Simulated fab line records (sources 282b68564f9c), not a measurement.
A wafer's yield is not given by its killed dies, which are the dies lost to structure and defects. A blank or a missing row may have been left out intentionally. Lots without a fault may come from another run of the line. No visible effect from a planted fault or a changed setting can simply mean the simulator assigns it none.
The same fault as seen by 2 desks || flow ritCmos || every desk sees just its own numbers, and what lay behind them comes last

## THE TOOL OWNER'S DESK: ilineStepper-01
The tool's own readings at RIT_PWELL_EXPOSE_03 (exposes mask M3, target cd 43700 nm): means of the sampled wafers that have a number, for each lot that ran on this tool. If a lot's mean is further than 4 standard deviations from the usual mean, the lot is out of limits and carries the mark OUT (the distance appears in the brackets).
Columns: A = exposureDoseMJCm2 at RIT_PWELL_EXPOSE_03, usual 250.07
{"lot": "L634", "first seen here": "day 2 15:03", "A": 250.16}
{"lot": "L636", "first seen here": "day 2 23:14", "A": 249.88}
{"lot": "L637", "first seen here": "day 3 02:26", "A": 249.83}
{"lot": "L638", "first seen here": "day 3 08:14", "A": 250.13}
{"lot": "L645", "first seen here": "day 5 00:46", "A": 249.71}
{"lot": "L650", "first seen here": "day 5 22:54", "A": 249.67}
{"lot": "L652", "first seen here": "day 6 04:41", "A": 249.90}
{"lot": "L654", "first seen here": "day 6 13:41", "A": 250.38}
Result from this desk: across the 8 lots, nothing is out of limits.

## AT THE METROLOGY DESK
Lot by lot, what the gauges showed, no matter which tool ran the lot: averages of those sampled wafers that carry a number. If a lot's mean is further than 4 standard deviations from the usual mean, the lot is out of limits and carries the mark OUT (the distance appears in the brackets).
Columns: A = PWELL_OVL at RIT_PWELL_OVL_MEAS_06, usual -0.5 nm; B = PWELL_RS at RIT_WELLDRIVE_RS_MEAS_02, usual 429.3 ohm/sq
{"lot": "L634", "first seen here": "day 2 15:26", "A": -1.0, "B": 429.0}
{"lot": "L635", "first seen here": "day 2 18:59", "A": 0.9, "B": 428.2}
{"lot": "L636", "first seen here": "day 2 23:46", "A": -0.3, "B": 429.1}
{"lot": "L637", "first seen here": "day 3 02:50", "A": -1.9, "B": 429.3}
{"lot": "L638", "first seen here": "day 3 08:38", "A": -1.8, "B": 428.3}
{"lot": "L642", "first seen here": "day 4 11:44", "A": -1.1, "B": 429.4}
{"lot": "L641", "first seen here": "day 4 11:56", "A": 1.6, "B": 429.9}
{"lot": "L644", "first seen here": "day 5 00:56", "A": -0.1, "B": 430.8}
{"lot": "L645", "first seen here": "day 5 01:16", "A": 0.4, "B": 428.5}
{"lot": "L646", "first seen here": "day 5 04:56", "A": 0.2, "B": 431.2}
{"lot": "L650", "first seen here": "day 5 23:20", "A": "241.1 (+99 or more) OUT", "B": "-"}
{"lot": "L652", "first seen here": "day 6 05:23", "A": "240.0 (+99 or more) OUT", "B": "-"}
{"lot": "L653", "first seen here": "day 6 10:40", "A": -0.5, "B": 429.1}
{"lot": "L654", "first seen here": "day 6 14:19", "A": "239.4 (+99 or more) OUT", "B": "-"}
{"lot": "L655", "first seen here": "day 6 18:37", "A": -0.8, "B": 428.7}
Per this desk, out of limits: L650, L652, L654; the first was L650, day 5 23:20 (PWELL_OVL at RIT_PWELL_OVL_MEAS_06). L634, L635, L636, L637, L638, L642, L641, L644, L645, L646, L653, L655: within limits.

## PUT TOGETHER
The metrology desk could have raised an alarm at day 5 23:20, on L650, L652, L654.
The tool owner's desk saw nothing out of limits.
On record at the tool owner's desk: L650, L652, L654, within its limits.
All the named lots went through RIT_PWELL_EXPOSE_03 on ilineStepper-01.

## WHAT HAD BEEN PUT IN BY THE SIMULATOR
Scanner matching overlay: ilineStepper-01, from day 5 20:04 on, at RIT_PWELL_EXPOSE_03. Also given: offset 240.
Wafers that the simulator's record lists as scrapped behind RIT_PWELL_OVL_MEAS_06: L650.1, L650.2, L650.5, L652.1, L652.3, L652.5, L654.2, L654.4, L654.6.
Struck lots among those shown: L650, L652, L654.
Time in hours between the start of the fault and the first out-of-limits reading at each desk: metrology desk, 3.
